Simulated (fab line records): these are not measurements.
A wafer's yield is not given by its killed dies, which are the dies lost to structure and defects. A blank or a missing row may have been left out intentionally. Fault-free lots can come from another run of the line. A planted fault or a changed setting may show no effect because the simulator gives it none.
Code-filled problem report in 8D (eight disciplines) form ; flow ritCmos ; the parts of the form that need people (team, actions taken, sign-off) are left out

## 1. WHAT IS WRONG
Mean of primeTempC at RIT_PSD_HMDS_00: 149.78 C across 6 wafers in 2 lots; on wafers with no fault it is 139.98 C (standard deviation 0.14). Relative to the usual mean, that is a shift of +70 standard deviations.
The step: prime time 60 s.
First seen on wafer L952.2, day 4 10:01, on lithoTrack-02. Wafers with a number at this step in the record: 42, from 14 lots. Rule for "out", or "out of limits": more than 4 standard deviations from the usual mean. All remaining wafers that have a number are taken as sound.

## 2. WHAT IT IS, AND WHAT IT ISN'T
question;is;is not
which readings at this step;primeTempC;-
which lots;L952, L955;L945, L947, L949, L950, L951, L959, L962, L963, L965, L966, L967, L968
which wafers of those lots;all that have a number;-
read on which tools;lithoTrack-02;lithoTrack-01, lithoTrack-04
when;from day 4 10:01;"up to then (15 sound wafers); but 21 sound wafers of L959, L962, L963, L965, L966, L967, L968 came after"

## 3. WHAT RULES OUT EACH SUSPECT
Counting: any tool at a process step up to the reading is kept as a suspect provided that every lot that is out went through it and no sound lot did after the first of them.
- lithoTrack-02 at RIT_PSD_HMDS_00 (prime time 60 s): ruled out as a lasting fault. Following L952 (day 4 10:01), the first lot on it that is out, the sound lots L965, L966, L967 were run on it.
Left after counting: nothing in the record.

## 4. THE CAUSE (what the simulator had put in)
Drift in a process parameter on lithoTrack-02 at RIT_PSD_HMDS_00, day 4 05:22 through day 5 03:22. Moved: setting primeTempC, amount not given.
Counting ruled it out, wrongly.

## 5. THE EFFECT CHAIN, in route order
One row per reading whose mean, taken over the struck wafers that have a number, lies over 3 standard deviations from the usual. Only readings for which the record gives a usual standard deviation are gone through. hours: the time from each lot's start at the first step in this table that gives one to its start at this step, as a median over the lots. sigmas: the change in usual standard deviations.
hours;step;reading;usual;on struck wafers;change;sigmas
0;RIT_PSD_HMDS_00;primeTempC;139.98 C;149.78;+9.80;+70
Here are the process steps it includes:
- RIT_PSD_HMDS_00: prime time 60 s.
Later steps that measure or inspect, where all struck wafers having a row at the step show a number for every such reading and not one has moved that far: RIT_CONTACT_OVL_MEAS_09.

## 6. HOW IT WOULD HAVE BEEN CAUGHT EARLIER
First out-of-limits reading in this record: day 4 10:01, which is 5 hours after fault onset at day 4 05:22.
